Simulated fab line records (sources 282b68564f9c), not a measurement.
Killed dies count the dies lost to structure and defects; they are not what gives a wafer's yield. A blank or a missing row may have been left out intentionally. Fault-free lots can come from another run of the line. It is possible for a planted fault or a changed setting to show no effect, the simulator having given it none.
A struck lot beside a sound one | flow rit_cmos | 21 steps out of a route of 202
Sound: the wafers L508.1, L508.4, L508.5. Wafers L519.2, L519.4, L519.6 were the ones struck. The cause is given at the end.
Each step with rows lists, per side, the tool, then ch with its chambers, then its first start. Under that, the readings that differ: sound wafers | struck wafers | difference of the means | sigmas: that difference in standard deviations of wafers without a fault.
alike: same words and numbers on both sides, and readings whose means sit less than 2 such deviations apart. not compared: any withheld reading, any reading some wafer has no value for, any bound like >300 that may hide the same value, and any number with overlapping values for which the record gives no deviation.
Wherever a step has rows on one side only, a row that says differs or no value, or a row with sigmas, the two part there. Numbers that don't overlap but have no deviation are shown without sigmas and don't part them. A reading missing from all wafers of one side parts the sides only when that side holds two or more wafers.

RIT_GATE_CD_MEAS_16: the cd target is 150 nm.
  sound on cd_sem-02, day 3 19:35; struck on cd_sem-01, day 6 05:38
  alike: cd_nm
RIT_GATE_OVL_MEAS_17:
  sound on overlay-02, day 3 19:42; struck on overlay-02, day 6 05:44
  alike: GATE_OVL
then, 1 step without rows for these wafers: RIT_GATE_HARDBAKE_18 (time 60 s).
RIT_GATE_ETCH_19: etches poly-Si in SF6/CHF3/O2, stops on SiO2, time 170.6 s, target depth 312.5 nm.
  sound on rie_si-01 ch 1,3, day 3 19:53; struck on rie_si-02 ch 0,3, day 6 05:55
  alike: drypump_motor_current_A, oes_product_au, throttle_valve_pct
  not compared: rf_hours_counter_h
RIT_GATE_STRIP_20: strips in O2, time 180 s.
  sound on plasma_asher-01 ch 0,1, day 3 20:00; struck on plasma_asher-04 ch 0, day 6 06:01
  alike: drypump_motor_current_A, rf_refl_power_W
  not compared: rf_hours_counter_h
RIT_GATE_CD_MEAS_90: the cd target is 150 nm.
  sound on cd_sem-01, day 3 20:10; struck on cd_sem-01, day 6 06:13
  alike: cd_nm
then, 4 steps without rows for these wafers: RIT_REOX_CLEAN_00 (cleans in SC1, time 600 s); RIT_REOX_CLEAN_01 (cleans in dHF, time 30 s); RIT_REOX_CLEAN_02 (cleans in SC2, time 600 s); RIT_REOX_OXIDATION_03 (target thk 25.2 nm, ox time 5580 s).
RIT_REOX_THK_MEAS_04:
  sound on film_metro-03, day 3 23:41; struck on film_metro-03, day 6 09:37
  alike: REOX_OXIDE_THK
then, 1 step without rows for these wafers: RIT_NLDD_HMDS_00 (prime time 60 s).
RIT_NLDD_COAT_01: resist thk 1000 nm.
  sound on litho_track-01 ch 0, day 3 23:54; struck on litho_track-04 ch 0, day 6 09:50
  reading                                   | sound          | struck         | difference | sigmas
  dispense_pressure_kPa (kPa)               | 47 47 47       | 54 54 54       | +7         | +2
  model.NOVOLAK_of_NLDD_COAT_01.thk_nm (nm) | 1004 1002 1007 | 1098 1098 1100 | +94        |
then, 4 steps without rows for these wafers: RIT_NLDD_SOFTBAKE_02 (time 60 s); RIT_NLDD_EXPOSE_03 (exposes mask M7, target cd 40700 nm); RIT_NLDD_PEB_04; RIT_NLDD_DEVELOP_05 (develop time 50 s).
RIT_NLDD_OVL_MEAS_06:
  sound on overlay-02, day 4 00:43; struck on overlay-01, day 6 10:32
  alike: NLDD_OVL
RIT_NLDD_HARDBAKE_07: time 60 s.
  sound on litho_track-04 ch 0, day 4 00:46; struck on litho_track-02 ch 0, day 6 10:35
  reading                                   | sound             | struck            | difference | sigmas
  model.NOVOLAK_of_NLDD_COAT_01.thk_nm (nm) | 887.1 885.3 889.5 | 969.9 969.5 971.1 | +82.9      |
after that, 1 step had no rows for these wafers: RIT_NLDD_IMPLANT_08.
RIT_M1_PROBE_99:
  rows exist in the record for the sound wafers here (prober-01, day 4 16:15), none for the struck ones

== WHERE THEY PART ==
At RIT_NLDD_COAT_01 first; at RIT_M1_PROBE_99 last (within this record only).

WHY: what the simulator had put in
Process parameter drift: litho_track-04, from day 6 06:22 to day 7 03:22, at RIT_NLDD_COAT_01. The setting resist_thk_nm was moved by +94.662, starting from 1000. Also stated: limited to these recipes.
